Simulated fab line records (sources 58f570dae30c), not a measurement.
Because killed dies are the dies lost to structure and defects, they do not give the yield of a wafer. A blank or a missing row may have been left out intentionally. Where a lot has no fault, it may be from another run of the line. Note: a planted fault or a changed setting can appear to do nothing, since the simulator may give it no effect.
A single fault, viewed from 2 desks	flow berkeley_cmos170	each desk has only its own numbers; what lay behind them comes last

FROM THE METROLOGY DESK
What the gauges read for every lot (on any tool): the sampled wafers with a number, averaged. Marked OUT: a lot whose mean sits more than 4 standard deviations from the usual mean, which makes it out of limits; the brackets give that distance.
Columns: A = cd_nm at UCB170_ACTIVE_CD_MEAS_13, usual 1200.4 nm; B = GATE_OXIDE_THK at UCB170_GATE_THK_MEAS_02, usual 6.61 nm
lot	first seen here	A	B
L124	day 4 17:58	1201.3	6.70
L125	day 4 18:05	1200.7	6.63
L126	day 4 18:19	1201.0	6.68
L129	day 5 23:53	1201.3	6.67
L132	day 6 15:36	1201.9	6.67
L137	day 6 23:58	1199.6	6.61
L138	day 7 08:49	1198.8	6.76
L140	day 7 16:52	1201.5	6.54
L143	day 8 02:41	1200.7	6.75
L144	day 8 03:14	1199.0	6.65
L145	day 8 08:50	1197.0	6.69
L146	day 8 12:25	1199.6	6.59
Result from this desk: across the 12 lots, nothing is out of limits.

THE TOOL OWNER'S DESK: litho_track-02
The tool's own readings at UCB170_PVT_SOFTBAKE_02 (time 60 s): means of the sampled wafers that have a number, for each lot that ran on this tool. Marked OUT: a lot whose mean sits more than 4 standard deviations from the usual mean, which makes it out of limits; the brackets give that distance.
Columns: A = heater_power_total_W at UCB170_PVT_SOFTBAKE_02, usual 56.80 W; B = run_length_s at UCB170_PVT_SOFTBAKE_02, usual 89.2 s
lot	first seen here	A	B
L126	day 6 05:10	56.83	88.9
L129	day 7 01:24	58.99 (+51) OUT	81.1 (-26) OUT
L132	day 7 18:58	58.96 (+50) OUT	81.1 (-26) OUT
This desk finds L129, L132 out of limits, L129 being first, at day 7 01:24 (heater_power_total_W at UCB170_PVT_SOFTBAKE_02). L126 stayed within limits.

ALL TOGETHER
The tool owner's desk had the chance to raise an alarm at day 7 01:24 on L129, L132.
Nothing out of limits was seen by the metrology desk.
The metrology desk holds a record of L129, L132, inside its limits.
The lots listed all ran UCB170_PVT_SOFTBAKE_02 on litho_track-02.

WHAT THE SIMULATOR HAD INSERTED
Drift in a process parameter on litho_track-02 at UCB170_PVT_SOFTBAKE_02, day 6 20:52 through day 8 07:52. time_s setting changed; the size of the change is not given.
Struck lots among those shown: L129, L132.
Time in hours from fault onset to the first out-of-limits reading at each desk: the tool owner's desk, 5.
